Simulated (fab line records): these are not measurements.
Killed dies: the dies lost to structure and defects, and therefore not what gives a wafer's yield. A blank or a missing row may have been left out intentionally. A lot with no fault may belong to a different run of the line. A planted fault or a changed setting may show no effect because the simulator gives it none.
fab line records | flow berkeley-cmos170
record lots=15 wafers=45 last-day=13
route steps=331 shown START@4 PFIELD@82 NLDD@168 NSD@193
lots untouched by any fault: they come from a run of this same line in which no faults occurred
start-h: start of the lot's first displayed wafer, in hours after the record's first day | wait-h: how many hours have passed since the lot's step before this one | " as in the row above | L1.1+2: one row covering several wafers at once | - no value, or no start was given | * or withheld: withheld | < > ~ a bound
route shown NAME@n: a module of which the file shows steps, and the number in the route of the first | usual: the fault-free wafers' mean and standard deviation | same: alike in all rows | chamber/n: place in a boat | sites: the reading at each site | _std_site: the values' standard deviation | _edge_site: mean of outer sites minus mean of inner sites | radius-mm: for every site, how far away it sits from the centre of the wafer | mask NAME#n: copy n | behind: the tool/chamber that last shaped the wafer | hold: what put the lot on hold/how long, in hours/how the hold closed | device: the transistor (n, p or np) that didn't switch | end of line: tests of these same wafers at the route's end | a step without rows: its recipe alone | killed: dies lost to structure and defects at the first sort, not the wafer's yield | map: a wafer's dies, x killed, . not, _ none there
set.NAME: the setting the step ran with; set.NAME@STEP: the setting that earlier step ran with | model.NAME: the simulator's own value behind a step, which no gauge read
route steps across a sampled set of lots; one table per step, one row per wafer
services: a tool's chamber out of use, with start hour (start-h, from the record's first day; less than 0 if before it), hours out, and reason
## steps
# step UCB170_START_THK_MEAS_03
# recipe reads=SiO2_of_START_OXIDATION_02
# usual START_OXIDE_THK=19.9/0.42
# columns lot.wafer tool chamber start-h wait-h START_OXIDE_THK[nm]
L348.3 film-metro-01 - 11.92 0.0 20.2
L348.4 " - " " 20.3
L348.6 " - " " 20.3
L349.2 film-metro-01 - 20.79 0.0 19.9
L349.3 " - " " 19.7
L349.4 " - " " 19.8
L350.2 film-metro-02 - 24.78 0.0 19.6
L350.4 " - " " 19.7
L350.6 " - " " 19.9
L351.3 film-metro-04 - 30.41 0.0 20.0
L351.4 " - " " 20.3
L351.5 " - " " 20.2
L353.3 film-metro-04 - 37.48 0.1 19.1
L353.4 " - " " 19.2
L353.5 " - " " 19.3
L354.1 film-metro-01 - 45.07 0.0 19.9
L354.2 " - " " 19.8
L354.6 " - " " 19.9
L355.1 film-metro-04 - 49.73 0.0 19.2
L355.3 " - " " 19.2
L355.5 " - " " 19.4
L356.1 film-metro-04 - 54.25 0.0 19.1
L356.4 " - " " 19.3
L356.6 " - " " 19.0
L360.3 film-metro-04 - 75.64 0.0 19.7
L360.5 " - " " 19.6
L360.6 " - " " 19.7
L361.2 film-metro-04 - 80.87 0.0 19.8
L361.4 " - " " 19.8
L361.6 " - " " 19.8
L365.3 film-metro-02 - 100.34 0.0 20.0
L365.4 " - " " 20.3
L365.5 " - " " 20.2
L366.1 film-metro-04 - 106.83 0.0 19.5
L366.5 " - " " 19.2
L366.6 " - " " 19.5
L368.2 film-metro-01 - 115.34 0.0 20.4
L368.3 " - " " 20.3
L368.6 " - " " 20.2
L369.1 film-metro-02 - 119.32 0.0 20.6
L369.5 " - " " 20.5
L369.6 " - " " 20.3
L370.2 film-metro-04 - 126.12 0.0 19.8
L370.3 " - " " 19.8
L370.5 " - " " 19.8
# step UCB170_PFIELD_EXPOSE_03
# recipe mask-id=PFIELD na=0.5 sigma-outer=0.6 source-shape=conventional target-cd-nm=1500 dose-mj=30
# columns lot.wafer tool chamber start-h wait-h mask
L348.3+4+6 krf-scanner-02 0 83.16 0.5 PFIELD#0
L350.2+4+6 krf-scanner-01 0 102.20 0.2 PFIELD#0
L349.2+3+4 krf-scanner-01 0 102.45 0.1 PFIELD#0
L351.3+4+5 krf-scanner-01 0 106.96 0.1 PFIELD#0
L353.3+4+5 krf-scanner-01 0 114.07 0.2 PFIELD#0
L354.1+2+6 krf-scanner-02 0 121.87 0.2 PFIELD#0
L355.1+3+5 krf-scanner-01 0 124.75 0.2 PFIELD#0
L356.1+4+6 krf-scanner-02 0 132.21 0.2 PFIELD#0
L361.2+4+6 krf-scanner-02 0 153.61 0.4 PFIELD#0
L360.3+5+6 krf-scanner-02 0 153.75 0.1 PFIELD#0
L365.3+4+5 krf-scanner-02 0 175.11 0.1 PFIELD#0
L366.1+5+6 krf-scanner-02 0 180.49 0.3 PFIELD#0
L368.2+3+6 krf-scanner-01 0 194.33 0.2 PFIELD#0
L369.1+5+6 krf-scanner-01 0 199.77 0.1 PFIELD#0
L370.2+3+5 krf-scanner-01 0 216.17 - PFIELD#0
# step UCB170_PFIELD_OVL_MEAS_06
# usual PFIELD_OVL=0/5.7
# columns lot.wafer tool chamber start-h wait-h PFIELD_OVL[nm]
L348.3 overlay-02 - 83.53 - -12
L348.4 " - " " -2
L348.6 " - " " -2
L350.2 overlay-02 - 102.58 - 0
L350.4 " - " " -2
L350.6 " - " " -3
L349.2 overlay-02 - 102.83 - -2
L349.3 " - " " -1
L349.4 " - " " -6
L351.3 overlay-02 - 107.32 - 4
L351.4 " - " " -2
L351.5 " - " " 2
L353.3 overlay-01 - 114.78 - 4
L353.4 " - " " 15
L353.5 " - " " 5
L354.1 overlay-01 - 122.26 - -1
L354.2 " - " " -1
L354.6 " - " " 4
L355.1 overlay-02 - 125.27 - 0
L355.3 " - " " -6
L355.5 " - " " -1
L356.1 overlay-01 - 133.11 - 13
L356.4 " - " " 15
L356.6 " - " " 14
L361.2 overlay-01 - 154.23 - -7
L361.4 " - " " -12
L361.6 " - " " -2
L360.3 overlay-02 - 154.50 - -9
L360.5 " - " " -9
L360.6 " - " " -10
L365.3 overlay-01 - 175.49 - 1
L365.4 " - " " -4
L365.5 " - " " -4
L366.1 overlay-01 - 180.88 - -7
L366.5 " - " " -5
L366.6 " - " " -9
L368.2 overlay-01 - 195.25 - 90
L368.3 " - " " 91
L368.6 " - " " 87
L369.1 overlay-01 - 200.16 - 88
L369.5 " - " " 81
L369.6 " - " " 86
L370.2 overlay-02 - 217.57 - 94
L370.3 " - " " 94
L370.5 " - " " 93
# step UCB170_NLDD_STRIP_10
# recipe chemistry=O2 power-w=400 pressure-mtorr=3500 platen-temp-c=withheld o2-flow-sccm=400 overash-fraction=0.5
# usual drypump-motor-current-A=5.4/0.39 oes-product-au=0.735/0.0048 strip-time-to-endpoint-s=21.62/0.061
# columns lot.wafer tool chamber start-h wait-h drypump-motor-current-A oes-product-au rf-hours-counter-h strip-time-to-endpoint-s
L348.3 plasma-asher-04 1 137.73 0.1 4.8 0.739 - 21.64
L348.4 " 0 " " 5.7 0.738 - 21.57
L348.6 " 1 " " 4.8 0.736 - 21.56
L350.2 plasma-asher-02 0 159.97 0.1 5.2 0.732 44 21.61
L350.4 " 1 " " 5.6 0.725 - 21.64
L350.6 " 1 " " 5.6 0.738 - 21.65
L351.3 plasma-asher-04 1 160.25 0.1 4.7 0.736 - 21.49
L351.4 " 0 " " 5.7 0.736 - 21.48
L351.5 " 1 " " 4.7 0.743 - 21.44
L349.2 plasma-asher-01 1 160.33 0.1 5.3 0.733 5 21.67
L349.3 " 0 " " 5.9 0.739 - 21.69
L349.4 " 1 " " 5.3 0.726 - 21.64
L353.3 plasma-asher-04 1 168.21 0.2 4.7 0.732 - 21.64
L353.4 " 0 " " 5.7 0.743 - 21.61
L353.5 " 0 " " 5.7 0.742 - 21.72
L355.1 plasma-asher-04 1 179.93 0.1 4.7 0.730 45 21.61
L355.3 " 1 " " 4.7 0.734 - 21.60
L355.5 " 0 " " 5.7 0.736 - 21.65
L354.1 plasma-asher-01 0 180.05 0.1 5.9 0.735 7 21.66
L354.2 " 1 " " 5.3 0.735 7 21.56
L354.6 " 1 " " 5.3 0.725 - 21.61
L356.1 plasma-asher-02 1 198.80 0.1 5.6 0.735 48 21.67
L356.4 " 0 " " 5.2 0.735 - 21.63
L356.6 " 1 " " 5.6 0.735 - 21.60
L360.3 plasma-asher-01 1 220.63 0.1 5.3 0.733 - 21.69
L360.5 " 1 " " 5.3 0.729 - 21.70
L360.6 " 0 " " 5.9 0.741 - 21.69
L361.2 plasma-asher-01 1 220.69 0.1 5.3 0.739 11 21.68
L361.4 " 0 " " 5.9 0.738 - 21.62
L361.6 " 1 " " 5.3 0.730 - 21.60
L366.1 plasma-asher-04 0 234.66 0.1 5.7 0.731 51 21.62
L366.5 " 1 " " 4.7 0.729 - 21.56
L366.6 " 0 " " 5.7 0.737 - 21.60
L365.3 plasma-asher-02 1 235.22 0.2 5.6 0.726 - 21.72
L365.4 " 0 " " 5.2 0.734 - 21.74
L365.5 " 1 " " 5.6 0.735 - 21.68
L368.2 plasma-asher-01 1 247.39 0.1 5.3 0.731 14 21.64
L368.3 " 1 " " 5.3 0.729 - 21.67
L368.6 " 0 " " 5.9 0.738 - 21.63
L369.1 plasma-asher-04 1 248.21 0.1 4.7 0.733 53 21.56
L369.5 " 0 " " 5.7 0.732 - 21.58
L369.6 " 1 " " 4.7 0.735 - 21.56
L370.2 plasma-asher-02 0 264.18 0.1 5.2 0.745 54 21.70
L370.3 " 1 " " 5.6 0.731 - 21.66
L370.5 " 0 " " 5.2 0.730 - 21.66
# step UCB170_NSD_CD_MEAS_06
# recipe target-cd-nm=1200
# usual cd-nm=1200.1/1.5
# columns lot.wafer tool chamber start-h wait-h cd-nm
L348.3 cd-sem-02 - 146.04 - 1199.8
L348.4 " - " " 1199.5
L348.6 " - " " 1199.5
L350.2 cd-sem-02 - 169.74 - 1199.4
L350.4 " - " " 1200.6
L350.6 " - " " 1201.0
L351.3 cd-sem-02 - 170.13 - 1200.4
L351.4 " - " " 1200.4
L351.5 " - " " 1201.5
L349.2 cd-sem-01 - 170.35 - 1199.8
L349.3 " - " " 1199.6
L349.4 " - " " 1200.9
L353.3 cd-sem-01 - 177.17 - 1199.0
L353.4 " - " " 1200.8
L353.5 " - " " 1199.7
L354.1 cd-sem-02 - 190.29 - 1196.1
L354.2 " - " " 1197.4
L354.6 " - " " 1196.5
L355.1 cd-sem-01 - 190.41 - 1200.0
L355.3 " - " " 1199.7
L355.5 " - " " 1199.2
L356.1 cd-sem-01 - 212.22 - 1199.1
L356.4 " - " " 1200.2
L356.6 " - " " 1197.9
L361.2 cd-sem-01 - 227.62 - 1199.1
L361.4 " - " " 1199.5
L361.6 " - " " 1199.6
L360.3 cd-sem-01 - 228.20 - 1201.3
L360.5 " - " " 1202.5
L360.6 " - " " 1203.1
L365.3 cd-sem-01 - 245.63 - 1197.4
L365.4 " - " " 1197.5
L365.5 " - " " 1197.2
L366.1 cd-sem-02 - 245.76 - 1201.3
L366.5 " - " " 1199.8
L366.6 " - " " 1200.7
L368.2 cd-sem-01 - 256.26 - 1201.1
L368.3 " - " " 1202.2
L368.6 " - " " 1201.9
L369.1 cd-sem-01 - 256.47 - 1199.1
L369.5 " - " " 1200.6
L369.6 " - " " 1199.4
L370.2 cd-sem-02 - 274.09 - 1200.5
L370.3 " - " " 1200.4
L370.5 " - " " 1199.2
## services
# columns tool chamber start-h hours kind
plasma-asher-04 - 59.48 2.8 repair
krf-scanner-02 - 85.61 0.2 repair
krf-scanner-01 - 88.46 4.0 pm
plasma-asher-01 - 108.75 9.0 pm
plasma-asher-01 0 108.75 9.0 vent-cycle
plasma-asher-01 1 108.75 9.0 vent-cycle
plasma-asher-01 0 117.75 - clean
plasma-asher-01 1 117.75 - clean
krf-scanner-02 - 127.63 0.3 repair
krf-scanner-02 - 146.72 1.3 pm
krf-scanner-01 - 156.08 0.8 pm
plasma-asher-02 - 185.92 0.7 repair
plasma-asher-02 - 189.25 0.6 repair
krf-scanner-02 - 189.25 4.4 pm
krf-scanner-02 - 193.63 0.8 pm
krf-scanner-01 - 195.92 1.3 pm
krf-scanner-01 - 198.58 1.0 pm
krf-scanner-02 - 206.76 4.0 pm
krf-scanner-02 - 216.80 1.0 pm
plasma-asher-01 - 234.27 2.3 repair
plasma-asher-02 - 246.27 10.5 pm
## key
first-sign step=UCB170_PFIELD_OVL_MEAS_06 reading=PFIELD_OVL direction=up sigmas=16 usual=0 struck=89
effect none on later readings
met-at UCB170_PFIELD_EXPOSE_03
struck-lots L368,L369,L370
tester-left-out L368,L369,L370
not-acting-at UCB170_START_THK_MEAS_03,UCB170_NLDD_STRIP_10,UCB170_NSD_CD_MEAS_06
onset-between 124.75 194.33
also-fits time
fault kind=scanner-matching-overlay tool=krf-scanner-01 chamber=- onset-h=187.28 steps=UCB170_PFIELD_EXPOSE_03 offset=90
# tester-left-out: of these lots the tester's yield and bins aren't shown, on N5 and GAA mostly nor the transistor test; their killed dies are dies lost to structure and defects alone, not to doping, threshold or leakage, so they don't give the yield
